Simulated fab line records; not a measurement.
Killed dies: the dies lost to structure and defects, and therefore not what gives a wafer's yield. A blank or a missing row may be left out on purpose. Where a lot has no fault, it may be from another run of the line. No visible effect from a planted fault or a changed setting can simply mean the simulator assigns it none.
A lot that was struck, set against a sound lot ; flow rit-cmos ; 44 steps out of a route of 202
Sound: these wafers, L581.2, L581.4, L581.5. Wafers struck: L595.1, L595.3, L595.4. Last of all comes the cause.
Order at every step that has rows: each side's tool, ch and its chambers, its first start. Under that, the readings that differ: sound wafers ; struck wafers ; difference of the means ; sigmas: that difference in standard deviations of wafers without a fault.
alike: words and numbers the same on both sides, and readings whose means are apart by under 2 such deviations; not compared: readings that were withheld, readings missing a value for some wafer, numbers with overlapping values and no deviation given by the record, and bounds like >300 which may hide the same value.
A row with sigmas, a row that says differs or no value, or rows on one side alone: a step with any of these is where the two part. Non-overlapping numbers with no deviation appear without sigmas and do not part them. A reading that every wafer of one side lacks parts them only if that side has two wafers or more.

first, 2 steps without rows for these wafers: RIT_PLDD_PEB_04; RIT_PLDD_DEVELOP_05 (develop time 50 s).
RIT_PLDD_OVL_MEAS_06:
  sound on overlay-02 at day 3 21:50; struck on overlay-01 at day 6 23:45
  alike: PLDD_OVL
then, 2 steps without rows for these wafers: RIT_PLDD_HARDBAKE_07 (time 60 s); RIT_PLDD_IMPLANT_08.
RIT_PLDD_STRIP_09: strips in O2, time 180 s.
  sound on plasma-asher-04 ch 0,1, day 3 22:10; struck on plasma-asher-01 ch 0,1, day 7 00:11
  alike: drypump-motor-current-A, o2-flow-sccm
  not compared: rf-hours-counter-h
RIT_PLDD_TW_MEAS_10:
  sound on film-metro-02 at day 3 22:20; struck on film-metro-02 at day 7 00:22
  alike: PLDD_TW
then, 4 steps without rows for these wafers: RIT_SPACER_CLEAN_00 (cleans in SC1, time 600 s); RIT_SPACER_CLEAN_01 (cleans in dHF, time 30 s); RIT_SPACER_CLEAN_02 (cleans in SC2, time 600 s); RIT_SPACER_CVD_03 (deposits Si3N4 from SiH2Cl2/NH3, target thk 250 nm, time 3300 s).
RIT_SPACER_THK_MEAS_04:
  sound on film-metro-02 at day 4 01:44; struck on film-metro-02 at day 7 02:46
reading;sound;struck;difference;sigmas
SPACER_NITRIDE_THK (nm);254.9 255.8 253.0;247.3 248.2 249.0;-6.4;-3
RIT_SPACER_ETCHBACK_05: etches Si3N4 in SF6/CHF3, stops on SiO2, target depth 250 nm, time 229.8 s.
  sound on rie-diel-02 ch 1,2, day 4 01:47; struck on rie-diel-02 ch 0,1,2, day 7 02:49
reading;sound;struck;difference;sigmas
model.poly-Si_of_GATE_CVD_08.thk-nm (nm);169.2 170.5 170;131.4 129.6 131.5;-39.1;
model.Si3N4_of_SPACER_CVD_03.thk-nm (nm);202.3 202.9 201.2;164.9 165.6 165.7;-36.7;
model.SiO2_of_FOX2_OXIDATION_00.thk-nm (nm);181.6 181.8 189.9;142.7 147.8 147.9;-38.3;
  alike: SF6_flow_sccm, drypump-motor-current-A, oes-product-au, throttle-valve-pct
  not compared: rf-hours-counter-h
then, 6 steps without rows for these wafers: RIT_NSD_HMDS_00 (prime time 60 s); RIT_NSD_COAT_01 (resist thk 1000 nm); RIT_NSD_SOFTBAKE_02 (time 60 s); RIT_NSD_EXPOSE_03 (exposes mask M9, target cd 40700 nm); RIT_NSD_PEB_04; RIT_NSD_DEVELOP_05 (develop time 50 s).
RIT_NSD_OVL_MEAS_06:
  sound on overlay-02 at day 4 02:55; struck on overlay-02 at day 7 03:49
  alike: NSD_OVL
then, 2 steps without rows for these wafers: RIT_NSD_HARDBAKE_07 (time 60 s); RIT_NSD_IMPLANT_08.
RIT_NSD_STRIP_09: strips in O2, time 180 s.
  sound on plasma-asher-04 ch 0,1, day 4 03:15; struck on plasma-asher-03 ch 0,1, day 7 04:09
  alike: drypump-motor-current-A, o2-flow-sccm
  not compared: rf-hours-counter-h
RIT_NSD_TW_MEAS_10:
  sound on film-metro-03 at day 4 03:26; struck on film-metro-03 at day 7 04:20
  alike: NSD_TW
then, 6 steps without rows for these wafers: RIT_PSD_HMDS_00 (prime time 60 s); RIT_PSD_COAT_01 (resist thk 1000 nm); RIT_PSD_SOFTBAKE_02 (time 60 s); RIT_PSD_EXPOSE_03 (exposes mask M10, target cd 40900 nm); RIT_PSD_PEB_04; RIT_PSD_DEVELOP_05 (develop time 50 s).
RIT_PSD_OVL_MEAS_06:
  sound on overlay-01 at day 4 04:37; struck on overlay-02 at day 7 05:14
  alike: PSD_OVL
then, 2 steps without rows for these wafers: RIT_PSD_HARDBAKE_07 (time 60 s); RIT_PSD_IMPLANT_08.
RIT_PSD_STRIP_09: strips in O2, time 180 s.
  sound on plasma-asher-03 ch 0,1, day 4 04:56; struck on plasma-asher-02 ch 0,1, day 7 05:34
  alike: drypump-motor-current-A, o2-flow-sccm
  not compared: rf-hours-counter-h
RIT_PSD_TW_MEAS_10:
  sound on film-metro-01 at day 4 05:08; struck on film-metro-03 at day 7 05:45
  alike: PSD_TW
then, 2 steps without rows for these wafers: RIT_SDANNEAL_CLEAN_00 (cleans in SC1, time 600 s); RIT_SDANNEAL_CLEAN_01 (cleans in dHF, time 30 s).
RIT_SDANNEAL_CLEAN_02: cleans in SC2, time 600 s.
  sound on wet-bench-03 ch 3, day 4 05:44; struck on wet-bench-04 ch 1, day 7 06:00
reading;sound;struck;difference;sigmas
model.poly-Si_of_GATE_CVD_08.thk-nm (nm);164.9 166.2 165.6;127 125.2 127.1;-39;
RIT_SDANNEAL_RTA_03: time 5 s.
  sound on rtp-anneal-01 ch 0, day 4 06:05; struck on rtp-anneal-01 ch 0, day 7 06:10
  alike: wafer_temp_C_max
RIT_SDANNEAL_RS_MEAS_04: uses a four-point probe to measure.
  sound on film-metro-01 at day 4 06:10; struck on film-metro-03 at day 7 06:14
  alike: PSD_RS
RIT_SDANNEAL_RS_MEAS_05: uses a four-point probe to measure.
  sound on film-metro-01 at day 4 06:17; struck on film-metro-03 at day 7 06:21
  alike: NSD_RS
RIT_SDANNEAL_RS_MEAS_06: uses a four-point probe to measure.
  sound on film-metro-01 at day 4 06:24; struck on film-metro-03 at day 7 06:28
  alike: PLDD_RS
RIT_SILICIDE_WET_ETCH_00: etches SiO2 in BOE, target depth 14 nm, time 15 s.
  sound on wet-bench-04 ch 0, day 4 06:37; struck on wet-bench-01 ch 3, day 7 06:43
reading;sound;struck;difference;sigmas
model.Si3N4_of_SPACER_CVD_03.thk-nm (nm);201.1 201.8 200;163.8 164.5 164.5;-36.7;
model.SiO2_of_FOX2_OXIDATION_00.thk-nm (nm);153 153.2 161.2;114.5 119.6 119.7;-37.9;
RIT_M1_PROBE_99:
  sound on prober-02 at day 4 13:36; struck on prober-01 at day 7 13:40
reading;sound;struck;difference;sigmas
model.etest.ring.over-limit;0 0 0;1 1 1;+1;
model.etest.nmos_0p3.short;0 0 0;1 1 1;+1;
model.etest.pwell.short;0 0 0;1 1 1;+1;
model.etest.pplus-sal.short;0 0 0;1 1 1;+1;
model.etest.select-edge-diode-n.over-limit;0 0 0;1 1 1;+1;
model.etest.antenna-contact.open;0 0 0;1 1 1;+1;
model.etest.diode-nplus-pwell.over-limit;0 0 0;1 1 1;+1;
model.etest.iso-pplus-pwell.short;0 0 0;1 1 1;+1;
  alike: killed-at-contacts, killed-at-front-end, killed-dies, killed-open, killed-short

WHERE THEY PART
Only at RIT_SPACER_THK_MEAS_04, within this record. Later steps at which nothing parts them and some readings are alike: RIT_SPACER_ETCHBACK_05, RIT_NSD_OVL_MEAS_06, RIT_NSD_STRIP_09, RIT_NSD_TW_MEAS_10, RIT_PSD_OVL_MEAS_06, RIT_PSD_STRIP_09, RIT_PSD_TW_MEAS_10, RIT_SDANNEAL_RTA_03, RIT_SDANNEAL_RS_MEAS_04, RIT_SDANNEAL_RS_MEAS_05, RIT_SDANNEAL_RS_MEAS_06, RIT_M1_PROBE_99.

WHY: what the simulator had put in
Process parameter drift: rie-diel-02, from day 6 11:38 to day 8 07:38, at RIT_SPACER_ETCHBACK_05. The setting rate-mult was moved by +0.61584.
